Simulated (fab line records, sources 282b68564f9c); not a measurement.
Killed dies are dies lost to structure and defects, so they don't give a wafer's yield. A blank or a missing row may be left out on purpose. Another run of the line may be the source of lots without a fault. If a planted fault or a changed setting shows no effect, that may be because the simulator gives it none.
What tool caused it? | flow rit-cmos | route of 202 steps, sampled at 1 step: 13 lots, 39 wafers

== WHAT THE GAUGES SHOWED, per wafer ==
RIT_SILICIDE_THK_MEAS_03: measures by xrf. Usual: SILICIDE_TI_THK typically reads 31.32 nm, with standard deviation 0.29.
lot  | measured    | on            | SILICIDE_TI_THK (nm)                | flag
L926 | day 3 01:34 | film-metro-04 | 31.34 31.08 31.53                   |
L927 | day 3 06:38 | film-metro-04 | 31.64 31.66 31.60                   |
L928 | day 3 13:04 | film-metro-04 | 31.03 31.20 31.41                   |
L929 | day 3 17:59 | film-metro-01 | 31.24 31.42 31.48                   |
L930 | day 3 23:44 | film-metro-02 | 31.67 31.81 31.54                   |
L931 | day 4 04:23 | film-metro-01 | 31.58 31.28 31.71                   |
L932 | day 4 07:31 | film-metro-04 | 30.96 30.84 31.34                   |
L933 | day 4 13:58 | film-metro-04 | 30.93 30.97 30.97                   |
L944 | day 6 22:14 | film-metro-01 | 32.59 32.81 33.11 32.87 32.88 32.97 | OFF
L945 | day 7 07:05 | film-metro-01 | 33.17 33.13 33.05 33.17 33.23 33.28 | OFF
L946 | day 7 12:24 | film-metro-04 | 31.69 31.39 31.34                   |
L947 | day 7 14:46 | film-metro-04 | 31.72 31.64 31.37                   |
L949 | day 7 23:51 | film-metro-02 | 31.80 31.88 31.64                   |

== TOOL THAT RAN EACH LOT (tool first, then ch and the chambers of the sampled wafers, then the start) ==
The record holds no process step before these readings.

== AS READ BY THE TOOLS THEMSELVES (means over the sampled wafers that have a number; for cases with no such wafer, the mark the record gives instead) ==
The record holds no such reading with a usual standard deviation.

== THE ANSWER, worked out from the rows above alone ==
Rule: a lot counts as off when the mean over its wafers that have a number is more than 3 standard deviations away from the usual mean. A lot without any number at a reading at which 4 lots or more have one is off too. The other lots that the step has rows for count as sound. After the gauges, taken in route order, come the tools' own readings; for these a lot's mean is taken, as printed above. The first step at which some lot is off is used, and at that step the reading that is off furthest; a lot without a number counts as furthest.
Off: L944, L945, at RIT_SILICIDE_THK_MEAS_03 (SILICIDE_TI_THK).
A tool fits if, at a process step before that reading, it ran every lot that is off, and no sound lot after the first of them. The gauges at RIT_SILICIDE_THK_MEAS_03 are tried like those tools. One candidate fits, namely film-metro-01 at RIT_SILICIDE_THK_MEAS_03. A fault onset in the window from L931 (day 4 04:23, its last sound lot) to L944 (day 6 22:14, its first lot off) fits.

== WHAT THE SIMULATOR HAD PUT IN ==
Metrology matching offset: film-metro-01, from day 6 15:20 on, at RIT_SILICIDE_THK_MEAS_03. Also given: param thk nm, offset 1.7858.
Shown lots that were struck: L944, L945. Same finding as the rule above.
